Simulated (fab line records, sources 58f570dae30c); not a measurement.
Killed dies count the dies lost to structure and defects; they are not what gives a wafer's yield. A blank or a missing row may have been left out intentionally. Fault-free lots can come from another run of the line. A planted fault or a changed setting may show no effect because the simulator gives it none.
Struck lot and sound lot, side by side -- flow berkeley-cmos170 -- 20 out of 331 route steps
Sound: the wafers L344.1, L344.3, L344.4. Wafers struck: L350.3, L350.4, L350.6. The cause is named last.
Order at every step that has rows: each side's tool, ch and its chambers, its first start. Under that, the readings that differ: sound wafers -- struck wafers -- difference of the means -- sigmas: that difference in standard deviations of wafers without a fault.
alike: readings whose means differ by less than 2 such deviations, and words and numbers that are the same on both sides. not compared: withheld readings, readings that some wafer has no value for, bounds like >300 that may hide the same value, and numbers for which the record gives no deviation and whose values overlap.
Wherever a step has rows on one side only, a row that says differs or no value, or a row with sigmas, the two part there. Numbers that don't overlap but have no deviation are shown without sigmas and don't part them. A reading that every wafer of one side lacks parts them only if that side has two wafers or more.

first, 1 step without rows for these wafers: UCB170_FIELD_WET_ETCH_06 (etches SiO2 in BOE, time 22 s).
UCB170_FIELD_THK_MEAS_90:
  sound on film-metro-02 at day 4 23:17; struck on film-metro-01 at day 5 23:01
  alike: FIELD_OXIDE_LEFT_1_THK
then, 2 steps without rows for these wafers: UCB170_SACOX_CLEAN_00 (cleans in dHF, time 7.5 s); UCB170_SACOX_OXIDATION_01 (target thk 14.4 nm, ox time 2400 s).
UCB170_SACOX_THK_MEAS_02:
  sound on film-metro-02 at day 5 04:02; struck on film-metro-01 at day 6 03:10
  alike: SACOX_OXIDE_THK
then, 2 steps without rows for these wafers: UCB170_SCREENOX_WET_ETCH_00 (etches SiO2 in dHF, time 200 s); UCB170_SCREENOX_OXIDATION_01 (target thk 14.4 nm, ox time 2400 s).
UCB170_SCREENOX_THK_MEAS_02:
  sound on film-metro-01 at day 5 07:16; struck on film-metro-01 at day 6 07:19
  alike: SCREENOX_OXIDE_THK
then, 4 steps without rows for these wafers: UCB170_SCREENOX_ANNEAL_03 (time 900 s); UCB170_NVT_HMDS_00 (prime time 60 s); UCB170_NVT_COAT_01 (resist thk 900 nm); UCB170_NVT_SOFTBAKE_02 (time 60 s).
UCB170_NVT_EXPOSE_03: exposes mask PWELL, target cd 3000 nm.
  sound on krf-scanner-01 ch 0, day 5 10:14; struck on krf-scanner-01 ch 0, day 6 11:12
reading,sound,struck,difference,sigmas
mask,PWELL#0 PWELL#0 PWELL#0,PFIELD#0 PFIELD#0 PFIELD#0,differs,
  alike: focus-offset-nm, stage-vel-mm-s
then, 2 steps without rows for these wafers: UCB170_NVT_PEB_04; UCB170_NVT_DEVELOP_05 (develop time 45 s).
UCB170_NVT_OVL_MEAS_06:
  sound on overlay-02 at day 5 10:41; struck on overlay-02 at day 6 11:44
reading,sound,struck,difference,sigmas
NVT_OVL (nm),-5 -6 -9,- - -,no value on the struck wafers,
after that, 1 step had no rows for these wafers: UCB170_NVT_IMPLANT_07.
UCB170_NVT_STRIP_08: strips in O2.
  sound on plasma-asher-03 ch 0,1, day 5 10:53; struck on plasma-asher-01 ch 0,1, day 6 11:56
  alike: drypump-motor-current-A, oes-product-au, strip-time-to-endpoint-s
  not compared: rf-hours-counter-h
UCB170_NVT_TW_MEAS_09:
  sound on film-metro-04 at day 5 10:59; struck on film-metro-04 at day 6 12:02
reading,sound,struck,difference,sigmas
NVT_TW,514 515 516,30 30 30,-485,-99 or more
then, 1 step without rows for these wafers: UCB170_NVT_CLEAN_10 (cleans in SPM, time 600 s).

## WHERE THEY PART
Earliest at UCB170_NVT_EXPOSE_03; latest, in this record, at UCB170_NVT_TW_MEAS_09.

WHY: what the simulator had put in
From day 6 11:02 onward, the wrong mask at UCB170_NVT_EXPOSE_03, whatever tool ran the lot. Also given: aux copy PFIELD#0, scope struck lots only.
